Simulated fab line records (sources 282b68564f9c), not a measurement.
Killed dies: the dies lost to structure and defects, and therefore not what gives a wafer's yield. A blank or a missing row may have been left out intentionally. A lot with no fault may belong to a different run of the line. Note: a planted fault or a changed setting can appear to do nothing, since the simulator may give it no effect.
A struck lot beside a sound one :: flow rit cmos :: 27 steps out of a route of 202
Sound: wafers L489.3, L489.4, L489.5. The struck wafers were L497.1, L497.5, L497.6. At the end, the cause is stated.
Per side, at each step with rows, come the tool, then ch with its chambers, and then its first start. Under that, the readings that differ: sound wafers :: struck wafers :: difference of the means :: sigmas: that difference in standard deviations of wafers without a fault.
alike: same words and numbers on both sides, and readings whose means sit less than 2 such deviations apart. not compared: any withheld reading, any reading some wafer has no value for, any bound like >300 that may hide the same value, and any number with overlapping values for which the record gives no deviation.
A row with sigmas, a row that says differs or no value, or rows on one side alone: a step with any of these is where the two part. Numbers that don't overlap but have no deviation are shown without sigmas and don't part them. A reading that every wafer of one side lacks parts them only if that side has two wafers or more.

first, 4 steps without rows for these wafers: RIT_CONTACT_SOFTBAKE_04 (time 60 s); RIT_CONTACT_EXPOSE_05 (exposes mask M11, target cd 1000 nm); RIT_CONTACT_PEB_06; RIT_CONTACT_DEVELOP_07 (develop time 120 s).
RIT_CONTACT_CD_MEAS_08: target cd 1000 nm.
  sound on cd sem-01, day 4 14:12; struck on cd sem-01, day 6 02:49
reading: cd nm (nm)
sound: 1001.7 1002.0 1001.5
struck: 996.9 996.2 995.9
difference: -5.4
sigmas: -2
RIT_CONTACT_OVL_MEAS_09:
  sound on overlay-01, day 4 14:17; struck on overlay-02, day 6 02:56
  alike: CONTACT_OVL
then, 1 step without rows for these wafers: RIT_CONTACT_HARDBAKE_10 (time 60 s).
RIT_CONTACT_ETCH_11: etches SiO2 in CHF3/CF4/Ar, stops on TiSi2, target depth 480 nm, time 320 s.
  sound on rie diel-02 ch 1,2,3, day 4 14:28; struck on rie diel-02 ch 2,3, day 6 03:07
  alike: drypump motor current A, oes product au, throttle valve pct
  not compared: rf hours counter h
RIT_CONTACT_STRIP_12: strips in O2, time 180 s.
  sound on plasma asher-01 ch 0,1, day 4 14:43; struck on plasma asher-04 ch 0,1, day 6 03:19
  alike: drypump motor current A
  not compared: rf hours counter h
RIT_CONTACT_CD_MEAS_90: target cd 1000 nm.
  sound on cd sem-02, day 4 14:52; struck on cd sem-02, day 6 03:29
reading: cd nm (nm)
sound: 1001.2 1001.3 1001.4
struck: 996.7 996.2 996.4
difference: -4.9
sigmas: -2
then, 2 steps without rows for these wafers: RIT_CONTACT_CLEAN_13 (cleans in SC1, time 600 s); RIT_CONTACT_CLEAN_14 (cleans in SC2, time 600 s).
RIT_M1_SPUTTER_00: material Al, target thk 400 nm, time 500 s.
  sound on pvd sputter-01, day 4 15:29; struck on pvd sputter-01, day 6 03:58
reading: model.Al_of_M1_SPUTTER_00.thk nm (nm)
sound: 396.4 399.1 398.6
struck: 628.3 624.8 631.8
difference: +230.3
sigmas: 
  alike: substrate temp c, throttle valve pct
RIT_M1_RS_MEAS_01: measurement is done with a four-point probe.
  sound on film metro-03, day 4 15:50; struck on film metro-02, day 6 04:15
reading: M1_AL_RS (ohm/sq)
sound: 0.0742 0.0737 0.0737
struck: 0.0463 0.0466 0.0462
difference: -0.0275
sigmas: -34
RIT_M1_THK_MEAS_02: measures by xrf.
  sound on film metro-03, day 4 15:56; struck on film metro-02, day 6 04:22
reading: M1_AL_THK (nm)
sound: 397 400 398
struck: 631 630 636
difference: +234
sigmas: +50
then, 6 steps without rows for these wafers: RIT_M1_HMDS_03 (prime time 61.38 s); RIT_M1_COAT_04 (resist thk 1300 nm); RIT_M1_SOFTBAKE_05 (time 60 s); RIT_M1_EXPOSE_06 (exposes mask M12, target cd 2600 nm); RIT_M1_PEB_07; RIT_M1_DEVELOP_08 (develop time 68 s).
RIT_M1_CD_MEAS_09: target cd 2600 nm.
  sound on cd sem-01, day 4 17:01; struck on cd sem-01, day 6 05:26
  alike: cd nm
RIT_M1_OVL_MEAS_10:
  sound on overlay-01, day 4 17:06; struck on overlay-02, day 6 05:34
  alike: M1_OVL
then, 1 step without rows for these wafers: RIT_M1_HARDBAKE_11 (time 120 s).
RIT_M1_METAL_ETCH_12: etches Al in Cl2/BCl3, stops on SiO2, time 165 s, target depth 600 nm.
  sound on rie metal-03 ch 0,1, day 4 17:26; struck on rie metal-04 ch 0,1, day 6 05:50
reading: oes product au (a.u.)
sound: 0.761 0.781 0.765
struck: 0.964 1.019 0.976
difference: +0.217
sigmas: +18
  alike: bcl3 flow sccm, drypump motor current A, throttle valve pct
  not compared: rf hours counter h
then, 1 step without rows for these wafers: RIT_M1_STRIP_13 (strips in nmp, time 600 s).
RIT_M1_PROBE_99:
  sound on prober-01, day 4 19:45; struck on prober-02, day 6 08:07
reading: defect limited yield (%)
sound: 97.3 97.7 98.5
struck: 0 40.5 0
difference: -84
sigmas: -77

reading: killed_at_M0_to_M3
sound: 0 0 0
struck: 261 151 256
difference: +223
sigmas: +99 or more

reading: killed dies
sound: 7 6 4
struck: 264 157 264
difference: +223
sigmas: +77

reading: killed on rim
sound: 1 3 3
struck: 70 70 70
difference: +68
sigmas: +48

reading: model.etest.tester.sort n pass
sound: 257 258 260
struck: 0 0 0
difference: -258
sigmas: 

reading: model.etest.tester.sort yield pct (%)
sound: 97.35 97.73 98.48
struck: 0 0 0
difference: -98
sigmas: 

reading: model.etest.tester.sort_bin_5_pct (%)
sound: 0.7576 1.894 1.136
struck: 100 59.09 98.48
difference: +85
sigmas: 

reading: model.etest.diode nplus comb.over limit
sound: 0 0 0
struck: 1 1 1
difference: +1
sigmas: 

reading: model.etest.cap n gate.short
sound: 0 0 0
struck: 1 1 1
difference: +1
sigmas: 

reading: model.etest.field p.short
sound: 0 0 0
struck: 1 1 1
difference: +1
sigmas: 

reading: model.etest.select edge diode p.over limit
sound: 0 0 0
struck: 1 1 1
difference: +1
sigmas: 

reading: model.etest.ppoly sal.short
sound: 0 0 0
struck: 1 1 1
difference: +1
sigmas: 
  alike: killed at contacts, killed at front end, killed open, killed short

WHERE THEY PART
At RIT_CONTACT_CD_MEAS_08 first; at RIT_M1_PROBE_99 last (within this record only).

WHY: what had been put in by the simulator
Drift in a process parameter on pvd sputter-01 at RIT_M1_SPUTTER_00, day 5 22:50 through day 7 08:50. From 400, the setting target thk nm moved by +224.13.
